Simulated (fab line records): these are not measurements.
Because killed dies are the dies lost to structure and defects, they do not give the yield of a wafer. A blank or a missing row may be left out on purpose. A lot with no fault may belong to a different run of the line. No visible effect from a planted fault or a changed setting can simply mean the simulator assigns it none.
Tool commonality check :: flow rit-cmos :: Lots sampled 13, wafers sampled 42

## REASON FOR OPENING
Of 13 lots, 1 have the reading GATE_POLY_THK flagged at RIT_GATE_THK_MEAS_09. Fault-free wafers read 249.4 nm, with a standard deviation of 2.6.
Rule: a lot is flagged when every wafer of it that has a number lies more than 4 standard deviations from that mean, or none has a number. The rest of the lots are taken to be sound.

lot: L658
measured: day 2 14:56
on: film-metro-01
GATE_POLY_THK (nm), wafer by wafer: 247.4 246.1 246.7
flag: 

lot: L659
measured: day 2 22:16
on: film-metro-02
GATE_POLY_THK (nm), wafer by wafer: 249.0 247.7 246.6
flag: 

lot: L660
measured: day 3 01:23
on: film-metro-03
GATE_POLY_THK (nm), wafer by wafer: 248.4 247.7 248.8
flag: 

lot: L662
measured: day 3 11:22
on: film-metro-02
GATE_POLY_THK (nm), wafer by wafer: 248.8 250.1 251.0
flag: 

lot: L663
measured: day 3 16:45
on: film-metro-01
GATE_POLY_THK (nm), wafer by wafer: 247.6 247.1 247.5
flag: 

lot: L664
measured: day 3 19:46
on: film-metro-02
GATE_POLY_THK (nm), wafer by wafer: 250.3 248.2 248.7
flag: 

lot: L665
measured: day 3 23:34
on: film-metro-01
GATE_POLY_THK (nm), wafer by wafer: 249.0 248.8 250.3
flag: 

lot: L667
measured: day 4 09:53
on: film-metro-01
GATE_POLY_THK (nm), wafer by wafer: 249.2 249.9 248.8
flag: 

lot: L670
measured: day 5 05:20
on: film-metro-01
GATE_POLY_THK (nm), wafer by wafer: 251.7 253.6 252.3
flag: 

lot: L671
measured: day 5 06:56
on: film-metro-01
GATE_POLY_THK (nm), wafer by wafer: 244.1 243.1 245.7
flag: 

lot: L674
measured: day 5 23:00
on: film-metro-01
GATE_POLY_THK (nm), wafer by wafer: 248.9 250.1 251.1
flag: 

lot: L678
measured: day 6 21:00
on: film-metro-02
GATE_POLY_THK (nm), wafer by wafer: 165.9 168.0 167.0 165.9 168.2 167.1
flag: FLAGGED

lot: L681
measured: day 7 08:23
on: film-metro-02
GATE_POLY_THK (nm), wafer by wafer: 251.9 252.3 250.8
flag: 
The numbers of the flagged lots are 167.0 nm on average: -82.4 nm against the usual, or -32 standard deviations.

## LOT BY LOT: THE TOOL USED
The record holds 1 process step before the reading, out of a route of 202 steps. Cell contents, in order: the tool; ch with the chambers the sampled wafers went through; the start.
lot: L658
flag: 
RIT_GATE_CVD_08: lpcvd-01 ch 1, day 2 13:19

lot: L659
flag: 
RIT_GATE_CVD_08: lpcvd-01 ch 1, day 2 20:38

lot: L660
flag: 
RIT_GATE_CVD_08: lpcvd-01 ch 0, day 2 23:45

lot: L662
flag: 
RIT_GATE_CVD_08: lpcvd-01 ch 0, day 3 09:44

lot: L663
flag: 
RIT_GATE_CVD_08: lpcvd-01 ch 1, day 3 15:08

lot: L664
flag: 
RIT_GATE_CVD_08: lpcvd-02 ch 0, day 3 18:07

lot: L665
flag: 
RIT_GATE_CVD_08: lpcvd-01 ch 0, day 3 21:55

lot: L667
flag: 
RIT_GATE_CVD_08: lpcvd-02 ch 1, day 4 08:16

lot: L670
flag: 
RIT_GATE_CVD_08: lpcvd-01 ch 1, day 5 03:42

lot: L671
flag: 
RIT_GATE_CVD_08: lpcvd-01 ch 0, day 5 05:19

lot: L674
flag: 
RIT_GATE_CVD_08: lpcvd-01 ch 0, day 5 21:22

lot: L678
flag: FLAGGED
RIT_GATE_CVD_08: lpcvd-02 ch 1, day 6 19:23

lot: L681
flag: 
RIT_GATE_CVD_08: lpcvd-01 ch 1, day 7 06:46
What the steps here do:
- RIT_GATE_CVD_08: deposits poly-Si from SiH4, target thk 250 nm, time 2220 s.
- RIT_GATE_THK_MEAS_09

## FLAGGED AGAINST TOTAL, ONE TOOL AT A TIME (gauges that did the reading follow at the end)
step: RIT_GATE_CVD_08
tool: lpcvd-01
lots run: 10
flagged: 0
share of the flagged lots: none
sound lots run after its first flagged lot: -

step: RIT_GATE_CVD_08
tool: lpcvd-02
lots run: 3
flagged: 1
share of the flagged lots: all
sound lots run after its first flagged lot: 0

step: RIT_GATE_THK_MEAS_09
tool: film-metro-01
lots run: 7
flagged: 0
share of the flagged lots: none
sound lots run after its first flagged lot: -

step: RIT_GATE_THK_MEAS_09
tool: film-metro-02
lots run: 5
flagged: 1
share of the flagged lots: all
sound lots run after its first flagged lot: 1 (L681)

step: RIT_GATE_THK_MEAS_09
tool: film-metro-03
lots run: 1
flagged: 0
share of the flagged lots: none
sound lots run after its first flagged lot: -

## WHAT THE TABLE ALLOWS
Table rows that saw every flagged lot: 2, namely lpcvd-02 at RIT_GATE_CVD_08 and film-metro-02 at RIT_GATE_THK_MEAS_09.
- lpcvd-02 at RIT_GATE_CVD_08: 1 of its 3 lots flagged. Its last sound lot is L667 (day 4 08:16), its first flagged lot L678 (day 6 19:23): a fault that began between those two fits.
- film-metro-02 at RIT_GATE_THK_MEAS_09: 1 of its 5 lots flagged. Sound lots ran on it after the first flagged one (L681), which a lasting fault on the whole tool wouldn't allow.
One tool is left: lpcvd-02 at RIT_GATE_CVD_08.

## WHAT HAD BEEN PUT IN BY THE SIMULATOR
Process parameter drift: lpcvd-02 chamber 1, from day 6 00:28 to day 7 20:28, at RIT_GATE_CVD_08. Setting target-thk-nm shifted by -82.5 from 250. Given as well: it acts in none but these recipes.
Shown lots that were struck: L678. Same finding as the rule above.
